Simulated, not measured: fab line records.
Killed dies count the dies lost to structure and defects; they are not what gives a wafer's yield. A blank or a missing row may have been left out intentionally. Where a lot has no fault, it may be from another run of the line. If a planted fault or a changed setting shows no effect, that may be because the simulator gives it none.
fab line records | flow rit_cmos
record lots=6 | wafers=18 | last_day=6
route steps=202 shown REOX@99 NLDD@103 PLDD@115 SPACER@125 NSD@131 M1@202
lots that met no fault: taken from a fault-free run of the same line
start_h: start of the lot's first displayed wafer, in hours after the record's first day | wait_h: time in hours since the lot's previous step | " same as the row above | L1.1+2: a row that stands for several wafers | - no value, or no start was given | * or withheld: withheld | < > ~ a bound
route shown NAME@n: names a module that has steps shown in the file, with the first one's number in the route | usual: mean/standard deviation of fault-free wafers | same: alike in all rows | chamber/n: place in a boat | sites: the reading at each site | _std_site: their standard deviation | _edge_site: outer sites' mean less inner sites' | radius_mm: how far each site lies from the wafer's centre | mask NAME#n: copy n | behind: the tool/chamber that last shaped the wafer | hold: cause of the lot's hold/its duration in hours/its outcome | device: the n, p or np transistor that did not switch | end of line: the route-end tests of the same wafers | a step with no rows: only its recipe | killed: dies that structure and defects cost at the first sort, which is not the same as the wafer's yield | map: a wafer's dies, marking killed ones x, the rest . and places with no die _
set.NAME: the setting as run; set.NAME@STEP: as run at that earlier step | model.NAME: the simulator's own value behind a step, which no gauge read
lots seen at some steps along the route; tables by step, rows by wafer
services: when a tool's chamber went out of use (start_h, in hours from the record's first day, below 0 if earlier), for how many hours, and the reason
## steps
# step RIT_REOX_CLEAN_01
# recipe chemistry=dHF | dilution=50:1 | time_s=30
# step RIT_REOX_CLEAN_02
# recipe chemistry=SC2 | mix=3:3:50 | time_s=600 | temp_c=75 | dry=n2_spin
# step RIT_REOX_OXIDATION_03
# recipe temp_c=900 | ambient=O2 | target_thk_a=252 | ox_time_s=5580
# step RIT_REOX_THK_MEAS_04
# recipe reads=SiO2_of_REOX_OXIDATION_03
# usual REOX_OXIDE_THK=25.3/0.53
lot.wafer | tool          | chamber | start_h | wait_h | REOX_OXIDE_THK[nm]
L182.1    | film_metro-04 | -       | 57.39   | 0.0    | 24.6
L182.4    | "             | -       | "       | "      | 24.7
L182.5    | "             | -       | "       | "      | 24.8
L185.1    | film_metro-01 | -       | 73.01   | 0.0    | 24.8
L185.2    | "             | -       | "       | "      | 24.2
L185.6    | "             | -       | "       | "      | 24.6
L192.1    | film_metro-01 | -       | 106.84  | 0.0    | 25.1
L192.2    | "             | -       | "       | "      | 25.5
L192.3    | "             | -       | "       | "      | 25.1
L193.1    | film_metro-04 | -       | 111.31  | 0.0    | 24.8
L193.2    | "             | -       | "       | "      | 24.2
L193.4    | "             | -       | "       | "      | 24.6
L194.3    | film_metro-01 | -       | 117.50  | 0.0    | 25.4
L194.4    | "             | -       | "       | "      | 24.9
L194.6    | "             | -       | "       | "      | 25.3
L195.1    | film_metro-03 | -       | 124.76  | 0.0    | 25.6
L195.2    | "             | -       | "       | "      | 24.8
L195.6    | "             | -       | "       | "      | 25.6
# step RIT_NLDD_HMDS_00
# recipe prime_time_s=60 | prime_temp_c=140
# step RIT_NLDD_COAT_01
# recipe resist=NOVOLAK | spin_rpm=3250 | resist_thk_nm=988.5
# step RIT_NLDD_SOFTBAKE_02
# recipe resist=NOVOLAK | temp_c=90 | time_s=60
# step RIT_NLDD_EXPOSE_03
# recipe mask_id=M7 | na=0.57 | target_cd_nm=40700 | dose_mj=250
# step RIT_NLDD_PEB_04
# recipe resist=NOVOLAK | temp_c=withheld | time_s=withheld
# step RIT_NLDD_DEVELOP_05
# recipe resist=NOVOLAK | develop_time_s=50 | dev_temp_c=23
# step RIT_NLDD_OVL_MEAS_06
# usual NLDD_OVL=1.1/1.4
lot.wafer | tool       | chamber | start_h | wait_h | NLDD_OVL[nm]
L182.1    | overlay-02 | -       | 58.30   | -      | 1.2
L182.4    | "          | -       | "       | "      | 1.7
L182.5    | "          | -       | "       | "      | 1.6
L185.1    | overlay-01 | -       | 74.05   | -      | 1.8
L185.2    | "          | -       | "       | "      | 3.7
L185.6    | "          | -       | "       | "      | 2.9
L192.1    | overlay-02 | -       | 107.98  | -      | 1.7
L192.2    | "          | -       | "       | "      | 2.0
L192.3    | "          | -       | "       | "      | 0.7
L193.1    | overlay-01 | -       | 112.22  | -      | 1.0
L193.2    | "          | -       | "       | "      | -1.4
L193.4    | "          | -       | "       | "      | -0.5
L194.3    | overlay-01 | -       | 118.62  | -      | 1.4
L194.4    | "          | -       | "       | "      | 2.3
L194.6    | "          | -       | "       | "      | 1.9
L195.1    | overlay-01 | -       | 125.67  | -      | 1.0
L195.2    | "          | -       | "       | "      | 0.6
L195.6    | "          | -       | "       | "      | -1.0
# step RIT_NLDD_HARDBAKE_07
# recipe resist=NOVOLAK | temp_c=140 | time_s=60
# step RIT_NLDD_IMPLANT_08
# recipe species=P | energy_kev=20 | dose_cm2=5e+14 | tilt_deg=7
# usual beam_energy_keV=20.000/0.0064
lot.wafer | tool         | chamber | start_h | wait_h | beam_energy_keV | model.implant.rp_nm | model.implant.drp_nm
L182.1    | implanter-04 | 0       | 58.50   | 0.1    | 19.999          | 27.2                | 12.97
L182.4    | "            | 0       | "       | "      | 20.010          | 27.2                | 12.97
L182.5    | "            | 0       | "       | "      | 19.996          | 27.2                | 12.97
L185.1    | implanter-03 | 0       | 74.23   | 0.1    | 20.004          | 27.48               | 12.97
L185.2    | "            | 0       | "       | "      | 19.992          | 27.48               | 12.97
L185.6    | "            | 0       | "       | "      | 19.997          | 27.48               | 12.97
L192.1    | implanter-03 | 0       | 108.16  | 0.1    | 26.007          | 33.72               | 15.19
L192.2    | "            | 0       | "       | "      | 26.007          | 33.72               | 15.19
L192.3    | "            | 0       | "       | "      | 25.998          | 33.72               | 15.19
L193.1    | implanter-03 | 0       | 112.49  | 0.1    | 25.993          | 33.41               | 15.19
L193.2    | "            | 0       | "       | "      | 26.000          | 33.41               | 15.19
L193.4    | "            | 0       | "       | "      | 25.995          | 33.41               | 15.19
L194.3    | implanter-04 | 0       | 118.85  | 0.1    | 19.999          | 27.95               | 12.97
L194.4    | "            | 0       | "       | "      | 20.005          | 27.95               | 12.97
L194.6    | "            | 0       | "       | "      | 19.993          | 27.95               | 12.97
L195.1    | implanter-01 | 0       | 125.86  | 0.1    | 19.997          | 27.77               | 12.97
L195.2    | "            | 0       | "       | "      | 19.998          | 27.77               | 12.97
L195.6    | "            | 0       | "       | "      | 20.009          | 27.77               | 12.97
# step RIT_NLDD_STRIP_09
# recipe chemistry=O2 | time_s=180 | resist=NOVOLAK | platen_temp_c=withheld | power_w=500 | pressure_mtorr=4000 | o2_flow_sccm=4000
# usual drypump_motor_current_A=5.9/0.41
lot.wafer | tool            | chamber | start_h | wait_h | drypump_motor_current_A | rf_hours_counter_h
L182.1    | plasma_asher-01 | 0       | 58.65   | 0.1    | 5.7                     | 40
L182.4    | "               | 0       | "       | "      | 5.7                     | -
L182.5    | "               | 1       | "       | "      | 5.3                     | -
L185.1    | plasma_asher-01 | 0       | 74.38   | 0.1    | 5.7                     | 42
L185.2    | "               | 1       | "       | "      | 5.3                     | 42
L185.6    | "               | 1       | "       | "      | 5.3                     | -
L192.1    | plasma_asher-03 | 1       | 108.31  | 0.1    | 6.1                     | 45
L192.2    | "               | 0       | "       | "      | 6.2                     | 45
L192.3    | "               | 1       | "       | "      | 6.1                     | -
L193.1    | plasma_asher-03 | 0       | 112.64  | 0.1    | 6.2                     | 45
L193.2    | "               | 1       | "       | "      | 6.0                     | 45
L193.4    | "               | 1       | "       | "      | 6.1                     | -
L194.3    | plasma_asher-03 | 1       | 119.01  | 0.1    | 6.1                     | -
L194.4    | "               | 0       | "       | "      | 6.2                     | -
L194.6    | "               | 1       | "       | "      | 6.1                     | -
L195.1    | plasma_asher-03 | 0       | 126.01  | 0.1    | 6.3                     | 47
L195.2    | "               | 1       | "       | "      | 6.1                     | 47
L195.6    | "               | 0       | "       | "      | 6.3                     | -
# step RIT_NLDD_TW_MEAS_10
# usual NLDD_TW=2504/14
lot.wafer | tool          | chamber | start_h | wait_h | hold                     | NLDD_TW
L182.1    | film_metro-04 | -       | 58.82   | 0.1    | -                        | 2528
L182.4    | "             | -       | "       | "      | -                        | 2528
L182.5    | "             | -       | "       | "      | -                        | 2514
L185.1    | film_metro-01 | -       | 74.56   | 0.1    | -                        | 2499
L185.2    | "             | -       | "       | "      | -                        | 2491
L185.6    | "             | -       | "       | "      | -                        | 2494
L192.1    | film_metro-02 | -       | 108.49  | 0.1    | await_dispo/0.2h/release | 2696
L192.2    | "             | -       | "       | "      | await_dispo/0.2h/release | 2698
L192.3    | "             | -       | "       | "      | await_dispo/0.2h/release | 2701
L192.1    | film_metro-02 | -       | 108.71  | 0.2    | -                        | 2711
L192.2    | "             | -       | "       | "      | -                        | 2699
L192.3    | "             | -       | "       | "      | -                        | 2700
L193.1    | film_metro-02 | -       | 112.81  | 0.1    | await_dispo/0.2h/release | 2706
L193.2    | "             | -       | "       | "      | await_dispo/0.2h/release | 2704
L193.4    | "             | -       | "       | "      | await_dispo/0.2h/release | 2710
L193.1    | film_metro-02 | -       | 113.04  | 0.2    | -                        | 2709
L193.2    | "             | -       | "       | "      | -                        | 2698
L193.4    | "             | -       | "       | "      | -                        | 2689
L194.3    | film_metro-01 | -       | 119.14  | 0.1    | -                        | 2480
L194.4    | "             | -       | "       | "      | -                        | 2492
L194.6    | "             | -       | "       | "      | -                        | 2489
L195.1    | film_metro-04 | -       | 126.18  | 0.1    | -                        | 2517
L195.2    | "             | -       | "       | "      | -                        | 2529
L195.6    | "             | -       | "       | "      | -                        | 2517
# step RIT_PLDD_COAT_01
# recipe resist=NOVOLAK | spin_rpm=3250 | resist_thk_nm=1000
# step RIT_PLDD_SOFTBAKE_02
# recipe resist=NOVOLAK | temp_c=90 | time_s=60
# step RIT_PLDD_EXPOSE_03
# recipe mask_id=M8 | na=0.57 | target_cd_nm=40900 | dose_mj=250
# step RIT_PLDD_PEB_04
# recipe resist=NOVOLAK | temp_c=withheld | time_s=withheld
# step RIT_PLDD_DEVELOP_05
# recipe resist=NOVOLAK | develop_time_s=50 | dev_temp_c=23
# step RIT_PLDD_OVL_MEAS_06
# usual PLDD_OVL=0.4/1.6
lot.wafer | tool       | chamber | start_h | wait_h | PLDD_OVL[nm]
L182.1    | overlay-01 | -       | 59.86   | -      | -0.9
L182.4    | "          | -       | "       | "      | 0.2
L182.5    | "          | -       | "       | "      | -0.3
L185.1    | overlay-02 | -       | 75.83   | -      | 1.5
L185.2    | "          | -       | "       | "      | 1.3
L185.6    | "          | -       | "       | "      | 2.9
L192.1    | overlay-01 | -       | 113.08  | -      | 2.2
L192.2    | "          | -       | "       | "      | 0.6
L192.3    | "          | -       | "       | "      | 0.5
L194.3    | overlay-02 | -       | 120.17  | -      | 1.6
L194.4    | "          | -       | "       | "      | 1.7
L194.6    | "          | -       | "       | "      | 2.9
L193.1    | overlay-02 | -       | 122.42  | -      | 1.2
L193.2    | "          | -       | "       | "      | 0.6
L193.4    | "          | -       | "       | "      | -1.8
L195.1    | overlay-02 | -       | 127.09  | -      | 0.5
L195.2    | "          | -       | "       | "      | 0.7
L195.6    | "          | -       | "       | "      | -0.5
# step RIT_PLDD_HARDBAKE_07
# recipe resist=NOVOLAK | temp_c=140 | time_s=60
# step RIT_PLDD_IMPLANT_08
# recipe species=BF2 | energy_kev=20 | dose_cm2=8.893e+14 | tilt_deg=7
# step RIT_PLDD_STRIP_09
# recipe chemistry=O2 | time_s=180 | resist=NOVOLAK | platen_temp_c=withheld | power_w=500 | pressure_mtorr=4000 | o2_flow_sccm=4000
# usual drypump_motor_current_A=5.8/0.46
lot.wafer | tool            | chamber | start_h | wait_h | drypump_motor_current_A | rf_hours_counter_h
L182.1    | plasma_asher-02 | 1       | 60.19   | 0.1    | 5.4                     | 43
L182.4    | "               | 0       | "       | "      | 6.4                     | -
L182.5    | "               | 1       | "       | "      | 5.4                     | -
L185.1    | plasma_asher-03 | 1       | 76.16   | 0.1    | 6.1                     | 41
L185.2    | "               | 0       | "       | "      | 6.2                     | 41
L185.6    | "               | 1       | "       | "      | 6.1                     | -
L192.1    | plasma_asher-03 | 0       | 113.64  | 0.3    | 6.2                     | 45
L192.2    | "               | 1       | "       | "      | 6.1                     | 45
L192.3    | "               | 1       | "       | "      | 6.1                     | -
L194.3    | plasma_asher-02 | 0       | 120.58  | 0.1    | 6.4                     | -
L194.4    | "               | 1       | "       | "      | 5.4                     | -
L194.6    | "               | 0       | "       | "      | 6.4                     | -
L193.1    | plasma_asher-03 | 0       | 122.75  | 0.1    | 6.2                     | 45
L193.2    | "               | 1       | "       | "      | 6.1                     | 45
L193.4    | "               | 1       | "       | "      | 6.1                     | -
L195.1    | plasma_asher-03 | 0       | 127.43  | 0.1    | 6.2                     | 47
L195.2    | "               | 1       | "       | "      | 6.1                     | 47
L195.6    | "               | 0       | "       | "      | 6.2                     | -
# step RIT_PLDD_TW_MEAS_10
# usual PLDD_TW=2351/12
lot.wafer | tool          | chamber | start_h | wait_h | PLDD_TW
L182.1    | film_metro-02 | -       | 60.37   | 0.1    | 2369
L182.4    | "             | -       | "       | "      | 2358
L182.5    | "             | -       | "       | "      | 2355
L185.1    | film_metro-01 | -       | 76.34   | 0.1    | 2342
L185.2    | "             | -       | "       | "      | 2338
L185.6    | "             | -       | "       | "      | 2348
L192.1    | film_metro-02 | -       | 113.82  | 0.1    | 2353
L192.2    | "             | -       | "       | "      | 2365
L192.3    | "             | -       | "       | "      | 2362
L194.3    | film_metro-02 | -       | 120.71  | 0.1    | 2352
L194.4    | "             | -       | "       | "      | 2347
L194.6    | "             | -       | "       | "      | 2358
L193.1    | film_metro-02 | -       | 122.93  | 0.1    | 2359
L193.2    | "             | -       | "       | "      | 2350
L193.4    | "             | -       | "       | "      | 2344
L195.1    | film_metro-01 | -       | 127.61  | 0.1    | 2355
L195.2    | "             | -       | "       | "      | 2345
L195.6    | "             | -       | "       | "      | 2348
# step RIT_SPACER_CLEAN_00
# recipe chemistry=SC1 | mix=3:3:50 | time_s=600 | temp_c=75
# step RIT_SPACER_CLEAN_01
# recipe chemistry=dHF | dilution=50:1 | time_s=30
# step RIT_SPACER_CLEAN_02
# recipe chemistry=SC2 | mix=3:3:50 | time_s=600 | temp_c=75 | dry=n2_spin
# step RIT_SPACER_CVD_03
# recipe material=Si3N4 | target_thk_nm=250 | temp_c=810 | precursor=SiH2Cl2/NH3 | time_s=3300 | pressure_mtorr=300 | sih2cl2_flow_sccm=60 | nh3_flow_sccm=150
# step RIT_SPACER_THK_MEAS_04
# recipe reads=Si3N4_of_SPACER_CVD_03
# usual SPACER_NITRIDE_THK=249.4/2.1
lot.wafer | tool          | chamber | start_h | wait_h | SPACER_NITRIDE_THK[nm]
L182.1    | film_metro-02 | -       | 62.93   | 0.0    | 247.0
L182.4    | "             | -       | "       | "      | 244.6
L182.5    | "             | -       | "       | "      | 244.2
L185.1    | film_metro-02 | -       | 78.71   | 0.0    | 251.1
L185.2    | "             | -       | "       | "      | 253.8
L185.6    | "             | -       | "       | "      | 252.7
L192.1    | film_metro-01 | -       | 117.03  | 0.1    | 246.0
L192.2    | "             | -       | "       | "      | 247.0
L192.3    | "             | -       | "       | "      | 247.4
L194.3    | film_metro-01 | -       | 123.06  | 0.0    | 247.8
L194.4    | "             | -       | "       | "      | 247.9
L194.6    | "             | -       | "       | "      | 247.9
L193.1    | film_metro-01 | -       | 125.61  | 0.0    | 246.9
L193.2    | "             | -       | "       | "      | 247.9
L193.4    | "             | -       | "       | "      | 246.4
L195.1    | film_metro-02 | -       | 129.95  | 0.0    | 246.1
L195.2    | "             | -       | "       | "      | 249.0
L195.6    | "             | -       | "       | "      | 248.1
# step RIT_SPACER_ETCHBACK_05
# recipe target_depth_a=2500 | SF6_flow_sccm=30 | CHF3_flow_sccm=30 | target=Si3N4 | chemistry=SF6/CHF3 | pressure_mtorr=40 | rf_w=250 | time_s=240 | stop_on=SiO2
# usual CHF3_flow_sccm=29.99/0.088 | SF6_flow_sccm=30.00/0.095 | drypump_motor_current_A=5.7/0.47 | oes_product_au=0.845/0.014 | throttle_valve_pct=10.29/0.14
lot.wafer | tool        | chamber | start_h | wait_h | CHF3_flow_sccm | SF6_flow_sccm | drypump_motor_current_A | oes_product_au | rf_hours_counter_h | throttle_valve_pct
L182.1    | rie_diel-01 | 0       | 62.99   | 0.1    | 30.10          | 29.99         | 5.9                     | 0.838          | 42                 | 10.39
L182.4    | "           | 2       | "       | "      | 29.98          | 30.11         | 6.3                     | 0.810          | 100                | 10.41
L182.5    | "           | 0       | "       | "      | 30.10          | 29.99         | 5.9                     | 0.835          | -                  | 10.37
L185.1    | rie_diel-03 | 3       | 78.77   | 0.1    | 29.91          | 29.85         | 5.3                     | 0.846          | 41                 | 10.21
L185.2    | "           | 0       | "       | "      | 30.01          | 30.00         | 4.9                     | 0.842          | 39                 | 10.39
L185.6    | "           | 0       | "       | "      | 29.94          | 30.05         | 4.9                     | 0.843          | -                  | 10.37
L192.1    | rie_diel-04 | 0       | 117.18  | 0.1    | 29.99          | 29.94         | 6.5                     | 0.846          | 76                 | 10.26
L192.2    | "           | 1       | "       | "      | 29.88          | 30.10         | 5.7                     | 0.840          | 49                 | 10.55
L192.3    | "           | 2       | "       | "      | 29.95          | 30.01         | 5.3                     | 0.851          | 155                | 10.13
L194.3    | rie_diel-04 | 3       | 123.10  | 0.0    | 30.15          | 30.01         | 6.2                     | 0.818          | 0                  | 10.42
L194.4    | "           | 0       | "       | "      | 29.99          | 29.96         | 6.4                     | 0.847          | -                  | 10.25
L194.6    | "           | 1       | "       | "      | 30.14          | 30.18         | 5.7                     | 0.829          | -                  | 10.57
L193.1    | rie_diel-04 | 2       | 125.67  | 0.1    | 29.99          | 29.92         | 5.3                     | 0.853          | 155                | 10.12
L193.2    | "           | 0       | "       | "      | 29.93          | 29.82         | 6.5                     | 0.843          | 76                 | 10.23
L193.4    | "           | 2       | "       | "      | 29.86          | 30.15         | 5.3                     | 0.851          | -                  | 10.13
L195.1    | rie_diel-04 | 0       | 130.01  | 0.1    | 30.10          | 29.87         | 6.5                     | 0.845          | 76                 | 10.25
L195.2    | "           | 3       | "       | "      | 30.04          | 30.11         | 6.1                     | 0.816          | 0                  | 10.41
L195.6    | "           | 1       | "       | "      | 30.00          | 30.00         | 5.7                     | 0.839          | -                  | 10.54
# step RIT_NSD_HMDS_00
# recipe prime_time_s=60 | prime_temp_c=140
# step RIT_NSD_COAT_01
# recipe resist=NOVOLAK | spin_rpm=3250 | resist_thk_nm=1000
# step RIT_NSD_SOFTBAKE_02
# recipe resist=NOVOLAK | temp_c=90 | time_s=60
# step RIT_NSD_EXPOSE_03
# recipe mask_id=M9 | na=0.57 | target_cd_nm=40700 | dose_mj=250
# step RIT_NSD_PEB_04
# recipe resist=NOVOLAK | temp_c=withheld | time_s=withheld
# step RIT_NSD_DEVELOP_05
# recipe resist=NOVOLAK | develop_time_s=50 | dev_temp_c=23
# step RIT_NSD_OVL_MEAS_06
# usual NSD_OVL=0.7/1.2
lot.wafer | tool       | chamber | start_h | wait_h | NSD_OVL[nm]
L182.1    | overlay-02 | -       | 64.16   | -      | -0.5
L182.4    | "          | -       | "       | "      | -0.4
L182.5    | "          | -       | "       | "      | -0.1
L185.1    | overlay-01 | -       | 79.77   | -      | 0.3
L185.2    | "          | -       | "       | "      | 1.3
L185.6    | "          | -       | "       | "      | -1.6
L192.1    | overlay-02 | -       | 118.46  | -      | 3.4
L192.2    | "          | -       | "       | "      | 0.9
L192.3    | "          | -       | "       | "      | 1.3
L194.3    | overlay-01 | -       | 124.24  | -      | 0.6
L194.4    | "          | -       | "       | "      | -0.5
L194.6    | "          | -       | "       | "      | 0.5
L193.1    | overlay-02 | -       | 126.78  | -      | 0.8
L193.2    | "          | -       | "       | "      | 0.6
L193.4    | "          | -       | "       | "      | 0.0
L195.1    | overlay-01 | -       | 131.13  | -      | -1.0
L195.2    | "          | -       | "       | "      | 0.4
L195.6    | "          | -       | "       | "      | 0.2
# step RIT_NSD_HARDBAKE_07
# recipe resist=NOVOLAK | temp_c=140 | time_s=60
# step RIT_NSD_IMPLANT_08
# recipe species=P | energy_kev=25 | dose_cm2=1e+15 | tilt_deg=7
# step RIT_NSD_STRIP_09
# recipe chemistry=O2 | time_s=180 | resist=NOVOLAK | platen_temp_c=withheld | power_w=500 | pressure_mtorr=4000 | o2_flow_sccm=4000
# usual drypump_motor_current_A=5.5/0.32
lot.wafer | tool            | chamber | start_h | wait_h | drypump_motor_current_A | rf_hours_counter_h
L182.1    | plasma_asher-04 | 1       | 64.50   | 0.1    | 5.4                     | 30
L182.4    | "               | 0       | "       | "      | 5.2                     | -
L182.5    | "               | 0       | "       | "      | 5.2                     | -
L185.1    | plasma_asher-01 | 0       | 80.11   | 0.1    | 5.7                     | 42
L185.2    | "               | 1       | "       | "      | 5.2                     | 42
L185.6    | "               | 1       | "       | "      | 5.3                     | -
L192.1    | plasma_asher-01 | 0       | 118.85  | 0.2    | 5.7                     | 46
L192.2    | "               | 1       | "       | "      | 5.3                     | 46
L192.3    | "               | 1       | "       | "      | 5.3                     | -
L194.3    | plasma_asher-04 | 1       | 124.62  | 0.1    | 5.3                     | -
L194.4    | "               | 0       | "       | "      | 5.2                     | -
L194.6    | "               | 1       | "       | "      | 5.3                     | -
L193.1    | plasma_asher-02 | 1       | 127.12  | 0.1    | 5.4                     | 0
L193.2    | "               | 0       | "       | "      | 6.4                     | 0
L193.4    | "               | 0       | "       | "      | 6.4                     | -
L195.1    | plasma_asher-01 | 0       | 131.47  | 0.1    | 5.8                     | 48
L195.2    | "               | 1       | "       | "      | 5.3                     | 48
L195.6    | "               | 1       | "       | "      | 5.3                     | -
# step RIT_SDANNEAL_RS_MEAS_07
# recipe thk_meas_gauge=four-point-probe
# usual NLDD_RS=151.7/0.43
lot.wafer | tool          | chamber | start_h | wait_h | hold                     | NLDD_RS[ohm/sq]
L182.1    | film_metro-04 | -       | 67.12   | 0.1    | -                        | 151.9
L182.4    | "             | -       | "       | "      | -                        | 151.7
L182.5    | "             | -       | "       | "      | -                        | 151.9
L185.1    | film_metro-02 | -       | 82.67   | 0.1    | -                        | 151.2
L185.2    | "             | -       | "       | "      | -                        | 151.5
L185.6    | "             | -       | "       | "      | -                        | 151.6
L192.1    | film_metro-02 | -       | 122.01  | 0.1    | await_dispo/0.2h/release | 148.0
L192.2    | "             | -       | "       | "      | await_dispo/0.2h/release | 147.9
L192.3    | "             | -       | "       | "      | await_dispo/0.2h/release | 147.6
L192.1    | film_metro-02 | -       | 122.30  | 0.3    | -                        | 147.8
L192.2    | "             | -       | "       | "      | -                        | 147.9
L192.3    | "             | -       | "       | "      | -                        | 148.0
L194.3    | film_metro-04 | -       | 127.17  | 0.1    | -                        | 151.5
L194.4    | "             | -       | "       | "      | -                        | 151.9
L194.6    | "             | -       | "       | "      | -                        | 152.2
L193.1    | film_metro-01 | -       | 129.81  | 0.1    | await_dispo/0.2h/release | 147.0
L193.2    | "             | -       | "       | "      | await_dispo/0.2h/release | 147.4
L193.4    | "             | -       | "       | "      | await_dispo/0.2h/release | 146.9
L193.1    | film_metro-01 | -       | 130.10  | 0.3    | -                        | 146.9
L193.2    | "             | -       | "       | "      | -                        | 147.1
L193.4    | "             | -       | "       | "      | -                        | 147.4
L195.1    | film_metro-04 | -       | 133.95  | 0.1    | -                        | 151.6
L195.2    | "             | -       | "       | "      | -                        | 151.5
L195.6    | "             | -       | "       | "      | -                        | 151.4
# step RIT_M1_PROBE_99
# usual killed_at_front_end=7/3.3 | killed_dies=7/3.2 | killed_open=3.6/2.2 | killed_short=3.5/2
# same gross_dies=264 | killed_at_M0_to_M3=0 | killed_at_M4_up=0 | killed_at_back_side=0 | killed_at_contacts=0 | killed_at_other=0
lot.wafer | tool      | chamber | start_h | wait_h | killed_at_front_end | killed_dies | killed_open | killed_short
L182.1    | prober-01 | -       | 74.03   | 0.1    | 7                   | 7           | 1           | 6
L182.4    | prober-01 | -       | 74.18   | 0.2    | 5                   | 5           | 3           | 2
L182.5    | prober-01 | -       | 74.23   | 0.2    | 15                  | 15          | 7           | 8
L185.1    | prober-02 | -       | 89.90   | 0.1    | 4                   | 4           | 1           | 3
L185.2    | prober-02 | -       | 89.95   | 0.1    | 8                   | 8           | 6           | 2
L185.6    | prober-02 | -       | 90.15   | 0.2    | 2                   | 2           | 1           | 1
L194.3    | prober-01 | -       | 134.10  | 0.2    | 10                  | 10          | 9           | 1
L194.4    | prober-01 | -       | 134.15  | 0.2    | 4                   | 4           | 0           | 4
L194.6    | prober-01 | -       | 134.25  | 0.2    | 7                   | 7           | 2           | 5
L192.1    | prober-01 | -       | 134.82  | 0.1    | 6                   | 6           | 3           | 3
L192.2    | prober-01 | -       | 134.87  | 0.1    | 15                  | 15          | 9           | 6
L192.3    | prober-01 | -       | 134.92  | 0.2    | 8                   | 8           | 4           | 4
L193.1    | prober-02 | -       | 143.82  | 0.1    | 12                  | 12          | 5           | 7
L193.2    | prober-02 | -       | 143.87  | 0.1    | 6                   | 6           | 3           | 3
L193.4    | prober-02 | -       | 143.97  | 0.2    | 15                  | 15          | 6           | 9
# killed by level:class
L182.1 SILICIDE:geometric_particle:short=3 FOX1:geometric_particle:short=1 FOX2:geometric_particle:open=1 GATE:geometric_particle:short=1 REOX:geometric_particle:short=1
L182.4 GATE:geometric_particle:open=1 REOX:geometric_particle:open=1 SPACER:geometric_particle:short=1 SILICIDE:geometric_particle:open=1 SILICIDE:geometric_particle:short=1
L182.5 REOX:geometric_particle:short=4 GATE:geometric_particle:open=3 SILICIDE:geometric_particle:open=3 FOX1:geometric_particle:short=1 GATE:geometric_particle:short=1 REOX:geometric_particle:open=1 SPACER:geometric_particle:short=1 SILICIDE:geometric_particle:short=1
L185.1 GATE:geometric_particle:short=3 GATE:geometric_particle:open=1
L185.2 GATE:geometric_particle:open=4 FOX2:geometric_particle:open=1 GATE:geometric_particle:short=1 REOX:geometric_particle:short=1 SPACER:geometric_particle:open=1
L185.6 SPACER:geometric_particle:short=1 SPACER:geometric_particle:open=1
L194.3 SPACER:geometric_particle:open=5 GATE:geometric_particle:open=3 REOX:geometric_particle:open=1 SPACER:geometric_particle:short=1
L194.4 GATE:geometric_particle:short=3 SPACER:geometric_particle:short=1
L194.6 REOX:geometric_particle:short=3 GATE:geometric_particle:open=2 SPACER:geometric_particle:short=2
L192.1 GATE:geometric_particle:open=3 FOX2:geometric_particle:short=1 GATE:geometric_particle:short=1 SILICIDE:geometric_particle:short=1
L192.2 GATE:geometric_particle:open=4 GATE:geometric_particle:short=4 FOX1:geometric_particle:open=2 FOX2:geometric_particle:short=1 FOX2:geometric_particle:open=1 REOX:geometric_particle:short=1 REOX:geometric_particle:open=1 SPACER:geometric_particle:open=1
L192.3 GATE:geometric_particle:open=2 SPACER:geometric_particle:short=2 FOX2:geometric_particle:short=1 GATE:geometric_particle:short=1 REOX:geometric_particle:open=1 SPACER:geometric_particle:open=1
L193.1 GATE:geometric_particle:short=5 GATE:geometric_particle:open=4 REOX:geometric_particle:open=1 REOX:geometric_particle:short=1 SPACER:geometric_particle:short=1
L193.2 GATE:geometric_particle:open=3 SPACER:geometric_particle:short=2 GATE:geometric_particle:short=1
L193.4 GATE:geometric_particle:short=5 GATE:geometric_particle:open=5 REOX:geometric_particle:short=2 SPACER:geometric_particle:short=2 REOX:geometric_particle:open=1
## services
tool            | chamber | start_h | hours | kind
plasma_asher-03 | -       | 41.29   | 28.1  | pm
implanter-03    | -       | 50.78   | 3.0   | pm
implanter-03    | -       | 56.03   | 3.3   | repair
plasma_asher-02 | -       | 57.74   | 2.3   | repair
implanter-03    | -       | 65.24   | 1.3   | repair
rie_diel-04     | -       | 65.71   | 0.7   | repair
rie_diel-04     | 3       | 73.20   | 16.0  | repair
rie_diel-04     | 0       | 78.92   | 4.7   | repair
rie_diel-03     | 0       | 82.53   | 1.4   | repair
rie_diel-04     | 2       | 86.52   | 12.9  | repair
rie_diel-04     | 3       | 99.46   | -     | clean
rie_diel-04     | 3       | 99.46   | 18.5  | scheduled_down
rie_diel-04     | 3       | 99.46   | 18.5  | vent_cycle
plasma_asher-03 | -       | 102.36  | 0.6   | repair
plasma_asher-02 | -       | 108.75  | 9.0   | pm
plasma_asher-02 | 0       | 108.75  | 9.0   | vent_cycle
plasma_asher-02 | 1       | 108.75  | 9.0   | vent_cycle
plasma_asher-02 | 0       | 117.75  | -     | clean
plasma_asher-02 | 1       | 117.75  | -     | clean
rie_diel-04     | 2       | 118.29  | -     | clean
## key
first_sign step=RIT_NLDD_IMPLANT_08 | reading=beam_energy_keV | direction=up | sigmas=99+ | usual=20.000 | struck=26.000
effect step=RIT_NLDD_TW_MEAS_10 | reading=visit | direction=added
effect step=RIT_NLDD_TW_MEAS_10 | reading=NLDD_TW | direction=up | sigmas=14 | usual=2504 | struck=2702
effect step=RIT_SDANNEAL_RS_MEAS_07 | reading=NLDD_RS | direction=down | sigmas=9.8 | usual=151.7 | struck=147.5
model_effect step=RIT_NLDD_IMPLANT_08 | value=implant.rp_nm | without=28.11 | struck=33.57
met_at RIT_NLDD_IMPLANT_08
struck_wafers L192.1,L192.2,L192.3,L193.1,L193.2,L193.4
tester_left_out L192,L193
onset_between 74.23 108.16
fault kind=process_parameter_drift | tool=implanter-03 | chamber=- | onset_h=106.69 | steps=RIT_NLDD_IMPLANT_08 | channel=energy_kev | offset=6 | shape=step | end_h=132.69 | acts_in=these_recipes_only | stated=20
# tester_left_out: of these lots the tester's yield and bins aren't shown, on N5 and GAA mostly nor the transistor test; their killed dies are dies lost to structure and defects alone, not to doping, threshold or leakage, so they don't give the yield
